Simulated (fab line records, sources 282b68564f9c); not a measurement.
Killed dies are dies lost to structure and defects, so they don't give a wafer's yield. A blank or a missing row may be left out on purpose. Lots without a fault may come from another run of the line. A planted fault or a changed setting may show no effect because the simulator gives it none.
fab line records | flow rit_cmos
record lots=6 wafers=18 last_day=7
route steps=202 shown NSD@131 PSD@142 M1@202
lots that met no fault: from a run of the same line without faults
start_h: hours from the record's first day to the start of the lot's first wafer shown | wait_h: hours since the lot's step before | " the same as in the row above | L1.1+2: a row that stands for several wafers | - no value, or no start given | * or withheld: withheld | < > ~ a bound
route shown NAME@n: a module of which the file shows steps, and the number in the route of the first | usual: mean/standard deviation of fault-free wafers | same: alike in all rows | chamber/n: place in a boat | sites: the reading at each site | _std_site: their standard deviation | _edge_site: outer sites' mean less inner sites' | radius_mm: how far each site lies from the wafer's centre | mask NAME#n: copy n | behind: the tool/chamber that last shaped the wafer | hold: why the lot was held/for how many hours/how that ended | device: the transistor (n, p or np) that didn't switch | end of line: the same wafers' tests at the end of the route | a step without rows: its recipe alone | killed: dies lost to structure and defects at the first sort, not the wafer's yield | map: a wafer's dies, x killed, . not, _ none there
set.NAME: the setting as run; set.NAME@STEP: as run at that earlier step | model.NAME: the simulator's own value behind a step, which no gauge read
lots at some steps of the route; a table a step, a row a wafer
services: from which hour (start_h, from the record's first day; less than 0 if before it) a tool's chamber was out of use, for how many hours, and why
## steps
# step RIT_NSD_HMDS_00
# recipe prime_time_s=60 prime_temp_c=140
# step RIT_NSD_COAT_01
# recipe resist=NOVOLAK spin_rpm=3250 resist_thk_nm=1000
# step RIT_NSD_SOFTBAKE_02
# recipe resist=NOVOLAK temp_c=90 time_s=60
# step RIT_NSD_EXPOSE_03
# recipe mask_id=M9 na=0.57 target_cd_nm=40700 dose_mj=250
# step RIT_NSD_PEB_04
# recipe resist=NOVOLAK temp_c=withheld time_s=withheld
# step RIT_NSD_DEVELOP_05
# recipe resist=NOVOLAK develop_time_s=50 dev_temp_c=23
# step RIT_NSD_OVL_MEAS_06
# usual NSD_OVL=1.2/1.5
# columns lot.wafer tool chamber start_h wait_h NSD_OVL[nm]
L275.1 overlay-02 - 52.28 - -1.0
L275.3 " - " " 0.2
L275.6 " - " " 0.9
L277.3 overlay-01 - 63.77 - 2.9
L277.5 " - " " 1.9
L277.6 " - " " 3.6
L283.2 overlay-01 - 91.86 - 2.2
L283.3 " - " " 1.3
L283.5 " - " " 0.8
L286.2 overlay-01 - 106.10 - 0.7
L286.3 " - " " 2.2
L286.6 " - " " 2.3
L293.2 overlay-01 - 141.51 - 1.0
L293.4 " - " " 2.5
L293.5 " - " " -0.1
L297.1 overlay-01 - 158.35 - 0.6
L297.3 " - " " 0.2
L297.6 " - " " -1.3
# step RIT_NSD_HARDBAKE_07
# recipe resist=NOVOLAK temp_c=140 time_s=60
# step RIT_NSD_IMPLANT_08
# recipe species=P energy_kev=25 dose_cm2=1e+15 tilt_deg=7
# step RIT_NSD_STRIP_09
# recipe chemistry=O2 time_s=180 resist=NOVOLAK platen_temp_c=withheld power_w=500 pressure_mtorr=4000 o2_flow_sccm=4000
# usual drypump_motor_current_A=5.5/0.49
# columns lot.wafer tool chamber start_h wait_h drypump_motor_current_A rf_hours_counter_h
L275.1 plasma_asher-03 0 52.62 0.1 5.2 43
L275.3 " 0 " " 5.3 -
L275.6 " 0 " " 5.3 -
L277.3 plasma_asher-03 0 64.15 0.1 5.3 -
L277.5 " 1 " " 6.0 -
L277.6 " 0 " " 5.3 -
L283.2 plasma_asher-03 1 92.19 0.1 6.1 46
L283.3 " 1 " " 6.1 -
L283.5 " 1 " " 6.1 -
L286.2 plasma_asher-04 1 106.43 0.1 6.1 46
L286.3 " 0 " " 5.3 -
L286.6 " 1 " " 6.1 -
L293.2 plasma_asher-01 0 141.84 0.1 5.8 48
L293.4 " 1 " " 4.8 -
L293.5 " 1 " " 4.8 -
L297.1 plasma_asher-03 0 158.69 0.1 5.2 4
L297.3 " 1 " " 6.1 -
L297.6 " 1 " " 6.0 -
# step RIT_NSD_TW_MEAS_10
# usual NSD_TW=3120/12
# columns lot.wafer tool chamber start_h wait_h NSD_TW
L275.1 film_metro-01 - 52.79 0.1 3152
L275.3 " - " " 3130
L275.6 " - " " 3110
L277.3 film_metro-01 - 64.29 0.1 3120
L277.5 " - " " 3134
L277.6 " - " " 3129
L283.2 film_metro-02 - 92.38 0.1 3122
L283.3 " - " " 3118
L283.5 " - " " 3113
L286.2 film_metro-01 - 106.62 0.1 3106
L286.3 " - " " 3098
L286.6 " - " " 3102
L293.2 film_metro-02 - 142.03 0.1 3112
L293.4 " - " " 3111
L293.5 " - " " 3113
L297.1 film_metro-03 - 158.86 0.1 3123
L297.3 " - " " 3128
L297.6 " - " " 3134
# step RIT_PSD_HMDS_00
# recipe prime_time_s=60 prime_temp_c=140
# step RIT_PSD_COAT_01
# recipe resist=NOVOLAK spin_rpm=3250 resist_thk_nm=1000
# usual chill_plate_temp_C=22.99/0.092 spin_speed_rpm=3249.8/2.4
# columns lot.wafer tool chamber start_h wait_h chill_plate_temp_C spin_speed_rpm model.NOVOLAK_of_PSD_COAT_01.thk_nm
L275.1 litho_track-02 0 53.00 0.1 22.75 3247.5 997.9
L275.3 " 0 " " 22.99 3252.6 994.7
L275.6 " 0 " " 23.04 3250.1 994.3
L277.3 litho_track-03 0 64.56 0.1 22.95 3252.9 1002
L277.5 " 0 " " 22.89 3257.3 1003
L277.6 " 0 " " 23.14 3248.7 1005
L283.2 litho_track-02 0 92.60 0.1 22.89 4145.0 883.5
L283.3 " 0 " " 22.90 4145.1 885.7
L283.5 " 0 " " 22.88 4147.2 886.6
L286.2 litho_track-02 0 106.84 0.1 23.04 4150.0 888.9
L286.3 " 0 " " 23.12 4147.3 888.2
L286.6 " 0 " " 22.99 4146.0 891.4
L293.2 litho_track-04 0 142.25 0.1 22.87 3251.6 1003
L293.4 " 0 " " 22.83 3247.4 1000
L293.5 " 0 " " 23.09 3251.2 1002
L297.1 litho_track-03 0 159.07 0.1 22.97 3252.0 1003
L297.3 " 0 " " 22.93 3246.1 1002
L297.6 " 0 " " 22.90 3250.3 1000
# step RIT_PSD_SOFTBAKE_02
# recipe resist=NOVOLAK temp_c=90 time_s=60
# step RIT_PSD_EXPOSE_03
# recipe mask_id=M10 na=0.57 target_cd_nm=40900 dose_mj=250
# step RIT_PSD_PEB_04
# recipe resist=NOVOLAK temp_c=withheld time_s=withheld
# step RIT_PSD_DEVELOP_05
# recipe resist=NOVOLAK develop_time_s=50 dev_temp_c=23
# step RIT_PSD_OVL_MEAS_06
# usual PSD_OVL=0.8/1.8
# columns lot.wafer tool chamber start_h wait_h PSD_OVL[nm]
L275.1 overlay-02 - 53.70 - -2.0
L275.3 " - " " -1.1
L275.6 " - " " -0.9
L277.3 overlay-01 - 65.47 - 1.0
L277.5 " - " " 1.1
L277.6 " - " " 0.2
L283.2 overlay-02 - 93.28 - -1.3
L283.3 " - " " -1.0
L283.5 " - " " -1.6
L286.2 overlay-01 - 107.65 - 0.5
L286.3 " - " " 3.9
L286.6 " - " " 3.3
L293.2 overlay-01 - 143.06 - 1.9
L293.4 " - " " 2.7
L293.5 " - " " 1.9
L297.1 overlay-01 - 159.90 - 1.9
L297.3 " - " " 0.9
L297.6 " - " " 2.1
# step RIT_PSD_HARDBAKE_07
# recipe resist=NOVOLAK temp_c=140 time_s=60
# usual chill_plate_temp_C=22.99/0.13
# columns lot.wafer tool chamber start_h wait_h chill_plate_temp_C model.NOVOLAK_of_PSD_COAT_01.thk_nm
L275.1 litho_track-02 0 53.74 0.0 22.89 882
L275.3 " 0 " " 22.89 879.1
L275.6 " 0 " " 22.90 878.8
L277.3 litho_track-04 0 65.54 0.1 23.07 885.4
L277.5 " 0 " " 23.07 886.3
L277.6 " 0 " " 23.08 888.5
L283.2 litho_track-02 0 93.34 0.0 22.77 781.8
L283.3 " 0 " " 22.85 783.8
L283.5 " 0 " " 22.83 784.5
L286.2 litho_track-02 0 107.71 0.0 22.99 786.6
L286.3 " 0 " " 22.98 786
L286.6 " 0 " " 23.00 788.8
L293.2 litho_track-03 0 143.11 0.0 22.99 886.5
L293.4 " 0 " " 23.15 884.3
L293.5 " 0 " " 23.05 885.6
L297.1 litho_track-04 0 159.93 0.0 23.04 886.7
L297.3 " 0 " " 23.12 885.7
L297.6 " 0 " " 22.85 883.9
# step RIT_PSD_IMPLANT_08
# recipe species=BF2 energy_kev=27 dose_cm2=5e+15 tilt_deg=7
# step RIT_M1_PROBE_99
# usual killed_at_contacts=0.1/0.3 killed_at_front_end=7/3.3 killed_dies=7/3.3 killed_on_rim=2.2/1.4 killed_open=3.8/2.3 killed_short=3.5/2.1
# same gross_dies=264 killed_at_M0_to_M3=0 killed_at_M4_up=0 killed_at_back_side=0 killed_at_other=0
# columns lot.wafer tool chamber start_h wait_h killed_at_contacts killed_at_front_end killed_dies killed_on_rim killed_open killed_short
L277.3 prober-01 - 74.07 0.2 0 6 6 2 4 2
L277.5 prober-01 - 74.17 0.2 0 5 5 1 2 3
L277.6 prober-01 - 74.22 0.2 0 9 9 4 6 3
L283.2 prober-01 - 102.11 0.1 0 3 3 0 2 1
L283.3 prober-01 - 102.16 0.2 0 5 5 2 2 3
L283.5 prober-01 - 102.26 0.2 0 5 5 3 2 3
L286.2 prober-01 - 116.23 0.1 1 9 10 4 5 5
L286.3 prober-01 - 116.28 0.2 0 5 5 0 4 1
L286.6 prober-01 - 116.43 0.2 0 9 9 3 2 7
L293.2 prober-01 - 151.67 0.1 0 6 6 3 6 0
L293.4 prober-01 - 151.77 0.2 0 10 10 2 6 4
L293.5 prober-01 - 151.82 0.2 0 10 10 5 6 4
# killed by level:class
L277.3 GATE:geometric_particle:short=1 GATE:geometric_particle:open=1 REOX:geometric_particle:open=1 SPACER:geometric_particle:open=1 SPACER:geometric_particle:short=1 SILICIDE:geometric_particle:open=1
L277.5 GATE:geometric_particle:open=2 GATE:geometric_particle:short=2 FOX2:geometric_particle:short=1
L277.6 SPACER:geometric_particle:open=4 GATE:geometric_particle:open=2 SPACER:geometric_particle:short=2 GATE:geometric_particle:short=1
L283.2 FOX2:geometric_particle:open=2 SPACER:geometric_particle:short=1
L283.3 GATE:geometric_particle:short=1 GATE:geometric_particle:open=1 SPACER:geometric_particle:short=1 SILICIDE:geometric_particle:short=1 SILICIDE:geometric_particle:open=1
L283.5 FOX1:geometric_particle:open=2 FOX1:geometric_particle:short=1 GATE:geometric_particle:short=1 SILICIDE:geometric_particle:short=1
L286.2 FOX2:geometric_particle:open=3 GATE:geometric_particle:short=2 SPACER:geometric_particle:short=2 FOX2:geometric_particle:short=1 SILICIDE:geometric_particle:open=1 CONTACT:geometric_particle:open=1
L286.3 SILICIDE:geometric_particle:open=3 GATE:geometric_particle:short=1 GATE:geometric_particle:open=1
L286.6 FOX2:geometric_particle:short=3 SILICIDE:geometric_particle:short=2 GATE:geometric_particle:short=1 GATE:geometric_particle:open=1 SPACER:geometric_particle:short=1 SPACER:geometric_particle:open=1
L293.2 FOX1:geometric_particle:open=2 FOX2:geometric_particle:open=2 GATE:geometric_particle:open=1 SILICIDE:geometric_particle:open=1
L293.4 FOX1:geometric_particle:short=3 GATE:geometric_particle:open=2 SPACER:geometric_particle:open=2 SILICIDE:geometric_particle:open=2 SILICIDE:geometric_particle:short=1
L293.5 GATE:geometric_particle:short=2 REOX:geometric_particle:open=2 SPACER:geometric_particle:open=2 FOX1:geometric_particle:open=1 FOX1:geometric_particle:short=1 GATE:geometric_particle:open=1 REOX:geometric_particle:short=1
## services
# columns tool chamber start_h hours kind
plasma_asher-03 - 86.96 2.8 repair
plasma_asher-03 - 108.75 9.0 pm
plasma_asher-03 0 108.75 9.0 vent_cycle
plasma_asher-03 1 108.75 9.0 vent_cycle
plasma_asher-03 0 117.75 - clean
plasma_asher-03 1 117.75 - clean
plasma_asher-04 - 136.28 2.8 pm
## key
first_sign step=RIT_PSD_COAT_01 reading=spin_speed_rpm direction=up sigmas=99+ usual=3249.8 struck=4146.7
effect none on later readings
model_effect step=RIT_PSD_COAT_01 value=NOVOLAK_of_PSD_COAT_01.thk_nm without=1002 struck=887.4
model_effect step=RIT_PSD_HARDBAKE_07 value=NOVOLAK_of_PSD_COAT_01.thk_nm without=885.7 struck=785.2
met_at RIT_PSD_COAT_01
struck_wafers L283.2,L283.3,L283.5,L286.2,L286.3,L286.6
tester_left_out L283,L286
onset_between 53.00 92.60
fault kind=process_parameter_drift tool=litho_track-02 chamber=- onset_h=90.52 steps=RIT_PSD_COAT_01 channel=spin_rpm offset=894.92 shape=step end_h=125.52 acts_in=these_recipes_only stated=3250
# tester_left_out: of these lots the tester's yield and bins aren't shown, on N5 and GAA mostly nor the transistor test; their killed dies are dies lost to structure and defects alone, not to doping, threshold or leakage, so they don't give the yield
